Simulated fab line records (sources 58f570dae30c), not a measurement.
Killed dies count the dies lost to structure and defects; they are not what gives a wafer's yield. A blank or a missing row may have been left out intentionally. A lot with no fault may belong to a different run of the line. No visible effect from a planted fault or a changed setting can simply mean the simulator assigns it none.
Which tool is to blame? :: flow berkeley_cmos170 :: 6 lots with 18 wafers sampled at 3 steps, on a route of 331 steps

== WHAT THE GAUGES READ, wafer by wafer ==
UCB170_M1_RS_MEAS_01: a four-point-probe measurement.
lot: L639
measured: day 8 07:34
on: film_metro-04
M1_AL_RS (ohm/sq): 0.0480 0.0490 0.0488

lot: L643
measured: day 8 14:23
on: film_metro-03
M1_AL_RS (ohm/sq): 0.0494 0.0485 0.0497

lot: L642
measured: day 8 16:41
on: film_metro-04
M1_AL_RS (ohm/sq): 0.0487 0.0478 0.0481

lot: L650
measured: day 10 16:56
on: film_metro-02
M1_AL_RS (ohm/sq): 0.0492 0.0491 0.0548

lot: L655
measured: day 11 19:43
on: film_metro-03
M1_AL_RS (ohm/sq): 0.0484 0.0479 0.0472

lot: L659
measured: day 12 13:44
on: film_metro-02
M1_AL_RS (ohm/sq): 0.0476 0.0474 0.0481

== TOOL THAT RAN EACH LOT (tool first, then ch and the chambers of the sampled wafers, then the start) ==
lot: L639
UCB170_CONTACT_ETCH_17: rie_diel-02 ch 0,3, day 8 06:44
UCB170_M1_SPUTTER_00: pvd_sputter-02, day 8 07:26

lot: L643
UCB170_CONTACT_ETCH_17: rie_diel-03 ch 0,1,3, day 8 13:41
UCB170_M1_SPUTTER_00: pvd_sputter-02, day 8 14:17

lot: L642
UCB170_CONTACT_ETCH_17: rie_diel-02 ch 0,1,2, day 8 15:53
UCB170_M1_SPUTTER_00: pvd_sputter-04, day 8 16:36

lot: L650
UCB170_CONTACT_ETCH_17: rie_diel-03 ch 2,3, day 10 16:16
UCB170_M1_SPUTTER_00: pvd_sputter-02, day 10 16:50

lot: L655
UCB170_CONTACT_ETCH_17: rie_diel-02 ch 0,1,3, day 11 19:05
UCB170_M1_SPUTTER_00: pvd_sputter-03, day 11 19:39

lot: L659
UCB170_CONTACT_ETCH_17: rie_diel-02 ch 0,1,2, day 12 12:52
UCB170_M1_SPUTTER_00: pvd_sputter-03, day 12 13:40
- UCB170_CONTACT_ETCH_17: etches BARC in N2/H2.
- UCB170_M1_SPUTTER_00: material Al, target thk 600 nm, time 80 s.

== THE ANSWER, worked out from the rows above alone ==
Rule: the lots themselves supply what counts as usual. Put in order of their means at a reading, lots are off if they are a third of the lots or fewer, leave a main group of 4 or more, and stand apart from it by a gap of 3 or more times the standard deviation of the main group's means; of several such gaps the widest counts. Not used: any main group whose means are identical at the precision the tables above print for the reading. Also off: a lot with no number at a reading for which 4 or more lots have one. The other lots that the step has rows for count as sound.
Off: L650, at UCB170_M1_RS_MEAS_01 (M1_AL_RS). For the main group the mean is 0.0483 ohm/sq and the standard deviation 0.00055.
If a tool, at a process step before that reading, ran all the lots that are off and no sound lot after the first of them, it fits. Those tools and the gauges at UCB170_M1_RS_MEAS_01 are tried in the same way. Can't be told from this: 2 tools fit, rie_diel-03 at UCB170_CONTACT_ETCH_17, pvd_sputter-02 at UCB170_M1_SPUTTER_00.

== WHAT HAD BEEN PUT IN BY THE SIMULATOR ==
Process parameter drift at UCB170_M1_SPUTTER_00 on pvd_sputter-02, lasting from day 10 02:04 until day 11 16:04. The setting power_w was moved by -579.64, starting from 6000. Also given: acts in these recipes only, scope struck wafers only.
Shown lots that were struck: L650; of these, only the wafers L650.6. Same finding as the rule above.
